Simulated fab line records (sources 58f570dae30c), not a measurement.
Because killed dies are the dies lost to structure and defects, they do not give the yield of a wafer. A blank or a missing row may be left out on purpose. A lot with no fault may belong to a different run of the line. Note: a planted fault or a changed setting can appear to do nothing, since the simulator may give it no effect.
8D (eight disciplines) problem report, filled in by code :: flow berkeleyCmos170 :: the parts of the form that need people (team, actions taken, sign-off) are left out

1. THE PROBLEM
Across 3 wafers from 2 lots, M2_AL_RS at UCB170_M2_RS_MEAS_02 averages 0.0347 ohm/sq, while fault-free wafers read 0.0320 ohm/sq with a standard deviation of 0.0003. That is +8.9 standard deviations from the usual mean.
The step: measures by four-point-probe.
First seen on wafer L228.3, day 11 05:08, on filmMetro-04. At this step, 18 wafers from 6 lots have a number in the record. Rule for "out", or "out of limits": more than 4 standard deviations from the usual mean. The other wafers with a number count as sound.

2. WHAT IT IS AND WHAT IT IS NOT
question: which readings at this step
is: M2_AL_RS
is not: -

question: which lots
is: L228, L231
is not: L210, L220, L227, L233

question: which wafers of those lots
is: L228.3, L228.5, L231.1
is not: L228.1, L231.3, L231.5

question: read on which gauges
is: filmMetro-03, filmMetro-04
is not: filmMetro-01

question: when
is: from day 11 05:08
is not: up to then (10 sound wafers); but 5 sound wafers of L231, L233 came after

3. THE SUSPECTS, EACH WITH WHAT RULES IT OUT
Counting: any tool at a process step up to the reading remains a suspect provided it ran every lot that is out. Sound lots after the first of them don't rule it out here, since some wafers of a struck lot are sound.
- ruled out: the gauge at UCB170_M2_RS_MEAS_02. Those wafers that are out were read across 2 gauges (filmMetro-03, filmMetro-04).
- rieDiel-01 at UCB170_V1_ETCH_14 (etches SiO2 in CHF3/CF4/Ar, stops on Al, target depth 1250 nm, time 301.1 s): kept. It processed each lot that is out (first: L228, day 11 04:35); up to then, its last sound lot is L210 (day 7 07:54).
- pvdSputter-02 at UCB170_M2_SPUTTER_01 (material Al, target thk 900 nm, time 120 s): kept. It processed each lot that is out (first: L228, day 11 05:04); up to then, its last sound lot is L220 (day 9 17:01).
The count leaves pvdSputter-02 at UCB170_M2_SPUTTER_01 and rieDiel-01 at UCB170_V1_ETCH_14.

4. THE CAUSE (what the simulator had put in)
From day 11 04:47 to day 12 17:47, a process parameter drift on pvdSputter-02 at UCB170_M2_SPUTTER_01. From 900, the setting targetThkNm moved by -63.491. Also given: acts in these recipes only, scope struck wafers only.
Counting left 2 suspects, and this tool is among them.

5. SEQUENCE OF EFFECTS, ordered by route
Each row: a reading whose mean over the struck wafers that have a number lies more than 3 standard deviations from the usual. Scope: only readings with a usual standard deviation given in the record; hours: median across lots of the time from each lot's start at the first step in this table that gives one to its start at this step; sigmas: change in usual standard deviations.
hours: 0
step: UCB170_M2_RS_MEAS_02
reading: M2_AL_RS
usual: 0.0320 ohm/sq
on struck wafers: 0.0347
change: +0.0027
sigmas: +8.9

hours: 0
step: UCB170_M2_THK_MEAS_03
reading: M2_AL_THK
usual: 916 nm
on struck wafers: 847
change: -69
sigmas: -7.5
At these later measuring or inspecting steps, every struck wafer for which the step has a row has a number for every such reading, and none has moved that far: UCB170_M2_CD_MEAS_15, UCB170_M2_OVL_MEAS_16, UCB170_M2_CD_MEAS_90, UCB170_V2_THK_MEAS_01, UCB170_V2_BOW_MEAS_03, UCB170_V2_THK_MEAS_04.

6. WHAT WOULD HAVE CAUGHT IT SOONER
The first out-of-limits reading at a measuring or inspecting step in this record came at day 11 05:08, 0 hours after the fault's start at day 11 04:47.
Of the tool readings at UCB170_M2_SPUTTER_01 for which the record gives a usual standard deviation, none was out on any struck wafer, so an alarm limit of 4 standard deviations on them would not have fired.
Of the lots that are out (2), L231 began UCB170_M2_SPUTTER_01 on pvdSputter-02 after day 11 05:08. It would have been spared by a hold on the tool at that moment.
